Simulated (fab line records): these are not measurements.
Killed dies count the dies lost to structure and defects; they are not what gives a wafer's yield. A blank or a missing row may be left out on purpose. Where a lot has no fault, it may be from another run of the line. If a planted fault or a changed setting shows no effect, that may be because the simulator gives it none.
fab line records    flow berkeley-cmos170
[record] lots = 14  wafers = 42  last-day = 12
route steps=331 shown SDANNEAL@205 M1@250 M2@288 M3@326
lots with no fault: from the same line, run without faults
start-h: hours from the record's first day to the start of the lot's first wafer shown    wait-h: time in hours since the lot's previous step    " unchanged from the row above    L1.1+2: one row covering several wafers at once    - value missing, or start not given    * or withheld: withheld    < > ~ a bound
route shown NAME@n: NAME is a module with steps in the file, n the number in the route of the first one    usual: mean and standard deviation over wafers with no fault    same: alike in all rows    chamber/n: place in a boat    sites: per-site readings    _std_site: how widely they spread, as a standard deviation    _edge_site: mean of outer sites minus mean of inner sites    radius-mm: how far each site lies from the wafer's centre    mask NAME#n: copy n    behind: the most recent tool/chamber to have shaped the wafer    hold: the reason the lot was held/the length of the hold in hours/how it ended    device: names the non-switching transistor (n, p or np)    end of line: tests of these same wafers at the route's end    a step with no rows: only its recipe    killed: count of dies lost to structure and defects at first sort (not the wafer's yield)    map: the dies of a wafer, with x for killed, . for not killed, _ for no die there
set.NAME: the setting the step ran with; set.NAME@STEP: the setting that earlier step ran with    model.NAME: the simulator's own value behind a step, which no gauge read
route steps across a sampled set of lots; one table per step, one row per wafer
services: from which hour (start-h, from the record's first day; less than 0 if before it) a tool's chamber was out of use, for how many hours, and why
[[steps]]
[step UCB170_SDANNEAL_RTA_01]
[recipe] temp-c = 1050  time-s = 5  ambient = N2
[usual] lamp-power-pct = 39.2/0.9  wafer_temp_C_max = 1055.0/1.1
lot.wafer  tool           chamber  start-h  wait-h  lamp-power-pct  wafer_temp_C_max
L705.1     rtp-anneal-02  0        163.27   0.1     40.0            1054.3
L705.3     "              0        "        "       40.0            1054.4
L705.6     "              0        "        "       40.0            1053.7
L707.1     rtp-anneal-02  0        174.61   0.1     39.9            1055.7
L707.4     "              0        "        "       39.9            1054.0
L707.6     "              0        "        "       40.0            1053.6
L711.1     rtp-anneal-02  0        201.12   0.1     39.9            1054.8
L711.4     "              0        "        "       39.9            1054.9
L711.6     "              0        "        "       40.0            1055.0
L712.1     rtp-anneal-02  0        201.72   0.1     39.9            1055.1
L712.3     "              0        "        "       40.0            1055.2
L712.4     "              0        "        "       40.0            1055.6
L713.1     rtp-anneal-02  0        212.06   0.1     40.0            1053.6
L713.2     "              0        "        "       40.0            1053.8
L713.5     "              0        "        "       40.0            1057.4
L714.2     rtp-anneal-01  0        212.25   0.1     38.1            1054.6
L714.3     "              0        "        "       38.1            1054.9
L714.6     "              0        "        "       38.1            1055.3
L716.1     rtp-anneal-01  0        228.05   0.1     38.1            1054.9
L716.5     "              0        "        "       38.1            1056.1
L716.6     "              0        "        "       38.2            1054.7
L717.3     rtp-anneal-02  0        228.68   0.1     40.0            1053.4
L717.4     "              0        "        "       40.0            1054.0
L717.5     "              0        "        "       40.0            1053.8
L719.1     rtp-anneal-01  0        243.03   0.1     38.1            1055.5
L719.5     "              0        "        "       38.2            1055.0
L719.6     "              0        "        "       38.1            1056.9
L721.1     rtp-anneal-02  0        243.52   0.1     39.9            1054.5
L721.2     "              0        "        "       40.0            1054.4
L721.6     "              0        "        "       39.9            1054.8
L720.2     rtp-anneal-01  0        243.72   0.1     38.1            1055.0
L720.3     "              0        "        "       38.2            1055.4
L720.4     "              0        "        "       38.2            1054.3
L724.1     rtp-anneal-02  0        256.57   0.1     40.0            1055.0
L724.2     "              0        "        "       40.0            1057.0
L724.4     "              0        "        "       39.9            1053.6
L725.1     rtp-anneal-01  0        256.57   0.1     38.2            1055.4
L725.4     "              0        "        "       38.1            1056.1
L725.5     "              0        "        "       38.2            1057.9
L726.2     rtp-anneal-02  0        273.44   0.1     40.0            1053.7
L726.4     "              0        "        "       39.9            1052.7
L726.6     "              0        "        "       40.0            1054.8
[step UCB170_M1_METAL_ETCH_12]
[recipe] chemistry = Cl2/BCl3  target = Al  stop-on = PSG  pressure-mtorr = 12  target-depth-a = 7800  over-etch-frac = 0.3  time-s = 130  icp-w = 600  bias-w = 120  Cl2_flow_sccm = 90  bcl3-flow-sccm = 45
[usual] drypump-motor-current-A = 5.7/0.32  he-backside-leak-sccm = 3.4/0.35  mfc-cl2-sccm = 89.96/0.25  oes-product-au = 0.852/0.013  run-length-s = 158.5/0.6  throttle-valve-pct = 24.34/0.22
lot.wafer  tool          chamber  start-h  wait-h  drypump-motor-current-A  he-backside-leak-sccm  mfc-cl2-sccm  oes-product-au  rf-hours-counter-h  run-length-s  throttle-valve-pct
L705.1     rie-metal-04  1        173.50   -       5.9                      3.1                    89.94         0.841           5                   158.8         24.18
L705.3     "             1        "        "       5.9                      3.2                    89.74         0.837           -                   158.9         24.17
L705.6     "             1        "        "       5.9                      3.4                    90.02         0.856           -                   158.8         24.16
L707.1     rie-metal-01  0        181.62   -       5.0                      3.4                    90.26         0.845           6                   158.6         24.15
L707.4     "             1        "        "       5.8                      3.1                    90.22         0.837           -                   158.8         24.16
L707.6     "             1        "        "       5.8                      3.5                    89.93         0.829           -                   158.4         24.17
L711.1     rie-metal-03  0        208.65   -       6.0                      3.6                    90.08         0.851           10                  158.2         24.65
L711.4     "             1        "        "       5.8                      3.2                    89.82         0.863           -                   157.7         24.67
L711.6     "             0        "        "       6.0                      3.6                    89.96         0.856           -                   158.3         24.65
L712.1     rie-metal-04  1        209.20   -       5.9                      3.5                    89.98         0.850           6                   159.0         24.15
L712.3     "             0        "        "       5.9                      3.4                    89.72         0.847           -                   159.1         24.32
L712.4     "             1        "        "       5.9                      3.7                    90.34         0.858           -                   159.4         24.15
L714.2     rie-metal-03  0        220.27   -       6.0                      3.3                    89.77         0.851           10                  157.7         24.65
L714.3     "             0        "        "       6.0                      3.4                    89.56         0.850           -                   157.8         24.64
L714.6     "             1        "        "       5.8                      3.3                    90.24         0.875           -                   157.2         24.67
L713.1     rie-metal-04  1        220.68   -       5.9                      3.2                    90.35         0.851           6                   159.6         24.19
L713.2     "             0        "        "       5.9                      3.3                    89.53         0.867           3                   158.9         24.32
L713.5     "             0        "        "       5.9                      3.2                    90.01         0.865           -                   159.2         24.33
L716.1     rie-metal-04  0        237.07   -       5.9                      3.5                    90.13         0.868           3                   159.0         24.33
L716.5     "             0        "        "       5.9                      3.3                    89.92         0.869           -                   158.9         24.32
L716.6     "             1        "        "       5.9                      3.3                    89.85         0.842           -                   158.7         24.16
L717.3     rie-metal-03  0        238.12   -       6.0                      3.5                    89.72         0.857           -                   157.8         24.65
L717.4     "             1        "        "       5.8                      3.2                    90.18         0.861           -                   157.4         24.66
L717.5     "             1        "        "       5.8                      3.2                    90.03         0.873           -                   158.0         24.67
L719.1     rie-metal-04  0        253.21   -       5.9                      3.4                    89.92         0.884           3                   159.0         24.31
L719.5     "             1        "        "       5.9                      3.4                    89.93         0.855           -                   159.0         24.15
L719.6     "             0        "        "       5.9                      3.4                    90.00         0.864           -                   159.3         24.33
L721.1     rie-metal-01  1        253.39   -       5.8                      3.1                    90.07         0.831           3                   158.4         24.17
L721.2     "             0        "        "       5.0                      3.5                    89.85         0.847           8                   158.3         24.16
L721.6     "             0        "        "       5.0                      3.6                    89.61         0.861           -                   158.4         24.15
L720.2     rie-metal-03  1        254.39   -       5.8                      3.2                    90.19         0.856           12                  157.7         24.68
L720.3     "             1        "        "       5.8                      3.3                    89.95         0.864           -                   157.3         24.67
L720.4     "             0        "        "       6.0                      3.5                    90.13         0.859           -                   158.0         24.65
L725.1     rie-metal-03  1        264.94   -       5.8                      3.4                    89.91         0.822           12                  170.7         24.70
L725.4     "             0        "        "       6.0                      3.5                    90.06         0.812           -                   170.9         24.66
L725.5     "             1        "        "       5.8                      3.3                    89.82         0.821           -                   170.5         24.71
L724.1     rie-metal-01  0        265.34   -       5.1                      3.8                    89.80         0.848           8                   158.7         24.16
L724.2     "             1        "        "       5.8                      3.6                    90.24         0.834           3                   158.6         24.16
L724.4     "             1        "        "       5.8                      3.4                    89.53         0.826           -                   158.3         24.15
L726.2     rie-metal-03  1        281.03   -       5.8                      3.5                    89.95         0.811           13                  170.3         24.70
L726.4     "             1        "        "       5.8                      3.2                    90.11         0.827           -                   170.4         24.71
L726.6     "             0        "        "       6.0                      3.6                    90.13         0.808           -                   171.1         24.67
[step UCB170_M2_ETCH_17]
[recipe] chemistry = N2/H2  target-depth-a = withheld  overetch-a = withheld  target = BARC  time-s = withheld  source-w = 500  bias-w = 100  pressure-mtorr = 30  n2-flow-sccm = 100  h2-flow-sccm = 200
[usual] drypump-motor-current-A = 5.7/0.41  oes-product-au = 1.015/0.023  throttle-valve-pct = 13.14/0.2
lot.wafer  tool         chamber  start-h  wait-h  drypump-motor-current-A  oes-product-au  throttle-valve-pct
L705.1     rie-diel-03  3        181.27   0.0     5.4                      1.038           13.31
L705.3     "            2        "        "       5.2                      1.016           13.29
L705.6     "            1        "        "       5.7                      0.982           12.84
L707.1     rie-diel-03  2        189.42   0.0     5.2                      1.015           13.28
L707.4     "            1        "        "       5.8                      0.981           12.84
L707.6     "            1        "        "       5.8                      0.980           12.83
L711.1     rie-diel-04  3        217.12   0.0     5.8                      1.020           13.46
L711.4     "            2        "        "       6.4                      1.012           13.32
L711.6     "            1        "        "       6.0                      1.044           12.91
L712.1     rie-diel-03  1        217.39   0.0     5.8                      0.985           12.84
L712.3     "            3        "        "       5.3                      1.044           13.31
L712.4     "            1        "        "       5.8                      0.993           12.83
L714.2     rie-diel-04  0        228.44   0.0     5.2                      1.033           12.96
L714.3     "            1        "        "       6.0                      1.019           12.91
L714.6     "            3        "        "       5.8                      1.027           13.45
L713.1     rie-diel-03  1        228.68   0.0     5.8                      0.995           12.83
L713.2     "            2        "        "       5.2                      1.028           13.40
L713.5     "            0        "        "       5.5                      1.015           13.11
L716.1     rie-diel-03  3        243.84   0.0     5.3                      1.050           13.29
L716.5     "            2        "        "       5.2                      1.022           13.39
L716.6     "            1        "        "       5.7                      1.010           12.85
L717.3     rie-diel-04  0        245.15   0.0     5.2                      1.022           12.94
L717.4     "            3        "        "       5.8                      1.028           13.45
L717.5     "            1        "        "       6.0                      1.018           12.91
L719.1     rie-diel-02  1        262.12   0.0     6.5                      0.968           12.99
L719.5     "            3        "        "       5.4                      1.011           13.20
L719.6     "            2        "        "       6.0                      1.023           13.27
L721.1     rie-diel-03  1        262.52   0.0     5.8                      0.990           12.84
L721.2     "            0        "        "       5.5                      1.015           13.12
L721.6     "            0        "        "       5.5                      1.012           13.11
L720.2     rie-diel-02  3        262.79   0.0     5.4                      1.017           13.21
L720.3     "            1        "        "       6.5                      0.965           12.98
L720.4     "            2        "        "       6.0                      1.035           13.27
L725.1     rie-diel-02  0        274.04   0.0     5.7                      0.945           13.16
L725.4     "            2        "        "       6.0                      1.035           13.27
L725.5     "            1        "        "       6.5                      0.958           12.97
L724.1     rie-diel-04  0        274.94   0.0     5.2                      1.036           12.97
L724.2     "            1        "        "       6.0                      1.040           12.91
L724.4     "            2        "        "       6.4                      1.008           13.32
L726.2     rie-diel-04  3        289.41   0.0     5.8                      1.024           13.44
L726.4     "            1        "        "       6.0                      1.027           12.92
L726.6     "            0        "        "       5.3                      1.022           12.97
[step UCB170_M3_ETCH_17]
[recipe] chemistry = N2/H2  target-depth-a = withheld  overetch-a = withheld  target = BARC  time-s = withheld  source-w = 500  bias-w = 100  pressure-mtorr = 30  n2-flow-sccm = 100  h2-flow-sccm = 200
[usual] drypump-motor-current-A = 5.9/0.47  oes-product-au = 1.00/0.033  throttle-valve-pct = 13.25/0.23
lot.wafer  tool         chamber  start-h  wait-h  drypump-motor-current-A  oes-product-au  throttle-valve-pct
L705.1     rie-diel-01  0        187.24   0.0     6.7                      0.97            13.39
L705.3     "            3        "        "       5.3                      1.00            13.27
L705.6     "            1        "        "       6.0                      1.05            13.79
L707.1     rie-diel-04  2        195.87   0.0     6.4                      0.99            13.31
L707.4     "            2        "        "       6.4                      1.01            13.31
L707.6     "            0        "        "       5.2                      1.02            12.96
L711.1     rie-diel-01  0        222.01   0.0     6.7                      0.97            13.40
L711.4     "            2        "        "       5.8                      0.97            13.39
L711.6     "            0        "        "       6.7                      0.96            13.39
L712.1     rie-diel-01  3        222.74   0.0     5.3                      1.01            13.25
L712.3     "            0        "        "       6.7                      0.97            13.38
L712.4     "            2        "        "       5.8                      0.97            13.40
L714.2     rie-diel-04  2        235.87   0.0     6.5                      1.01            13.32
L714.3     "            3        "        "       5.8                      1.03            13.44
L714.6     "            3        "        "       5.8                      1.02            13.47
L713.1     rie-diel-01  3        236.60   0.0     5.3                      1.00            13.28
L713.2     "            2        "        "       5.8                      0.96            13.38
L713.5     "            1        "        "       6.0                      1.05            13.78
L716.1     rie-diel-02  1        249.21   0.0     6.5                      0.96            12.96
L716.5     "            0        "        "       5.7                      0.96            13.15
L716.6     "            1        "        "       6.5                      0.98            12.98
L717.3     rie-diel-02  2        252.62   0.0     5.9                      1.04            13.27
L717.4     "            2        "        "       5.9                      1.05            13.26
L717.5     "            0        "        "       5.7                      0.96            13.17
L719.1     rie-diel-01  1        267.04   0.0     5.9                      1.04            13.78
L719.5     "            3        "        "       5.3                      1.01            13.26
L719.6     "            2        "        "       5.8                      0.96            13.39
L721.1     rie-diel-02  2        267.48   0.0     6.0                      1.03            13.25
L721.2     "            1        "        "       6.5                      0.96            12.98
L721.6     "            1        "        "       6.5                      0.96            12.97
L720.2     rie-diel-04  2        268.04   0.0     6.5                      1.01            13.31
L720.3     "            1        "        "       6.0                      1.04            12.93
L720.4     "            3        "        "       5.8                      1.03            13.45
L725.1     rie-diel-01  0        279.50   0.0     6.7                      0.98            13.40
L725.4     "            2        "        "       5.8                      0.96            13.41
L725.5     "            0        "        "       6.7                      0.97            13.40
L724.1     rie-diel-02  0        280.60   0.0     5.7                      0.96            13.17
L724.2     "            2        "        "       5.9                      1.05            13.26
L724.4     "            3        "        "       5.3                      1.03            13.20
L726.2     rie-diel-02  3        295.96   0.0     5.4                      1.02            13.22
L726.4     "            0        "        "       5.7                      0.96            13.17
L726.6     "            3        "        "       5.4                      1.02            13.22
[[services]]
tool           chamber  start-h  hours  kind
rie-diel-04    0        155.59   3.3    repair
rie-metal-04   1        159.97   3.9    repair
rie-diel-03    2        162.96   12.8   repair
rie-metal-04   -        166.35   1.4    repair
rie-metal-04   0        167.78   24.1   repair
rie-diel-03    0        174.71   10.0   repair
rie-diel-04    3        178.64   18.2   repair
rie-diel-01    2        183.93   -      clean
rie-diel-01    2        183.93   12.9   scheduled-down
rie-diel-01    2        183.93   12.9   vent-cycle
rtp-anneal-01  -        193.74   9.3    pm
rie-diel-03    1        206.91   1.3    repair
rie-diel-03    2        214.77   -      clean
rie-diel-03    2        214.77   12.8   scheduled-down
rie-diel-03    2        214.77   12.8   vent-cycle
rie-diel-04    -        229.43   2.8    pm
rie-diel-01    3        231.00   4.5    repair
rie-metal-03   -        233.01   2.8    pm
rie-diel-03    3        245.90   2.9    repair
rie-diel-02    3        247.41   8.9    repair
rie-metal-03   -        283.24   0.2    repair
rie-metal-01   -        289.16   1.1    repair
[[key]]
[first-sign] step = UCB170_M1_METAL_ETCH_12  reading = run-length-s  direction = up  sigmas = 20  usual = *  struck = *
[effect] step = UCB170_M1_METAL_ETCH_12  reading = oes-product-au  direction = down  sigmas = 2.7  usual = 0.852  struck = 0.817
met-at UCB170_M1_METAL_ETCH_12
struck-lots L725,L726
sort-left-out L726.2,L726.4,L726.6
not-acting-at UCB170_SDANNEAL_RTA_01,UCB170_M2_ETCH_17,UCB170_M3_ETCH_17
onset-between 254.39 264.94
[fault] kind = process-parameter-drift  tool = rie-metal-03  chamber = -  onset-h = 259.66  steps = UCB170_M1_METAL_ETCH_12  channel = time-s  offset = *  shape = step  end-h = 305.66  acts-in = *  stated = *
// sort-left-out: the simulated sort isn't trusted on such a fault, so these wafers' sort isn't shown, and their yield isn't known
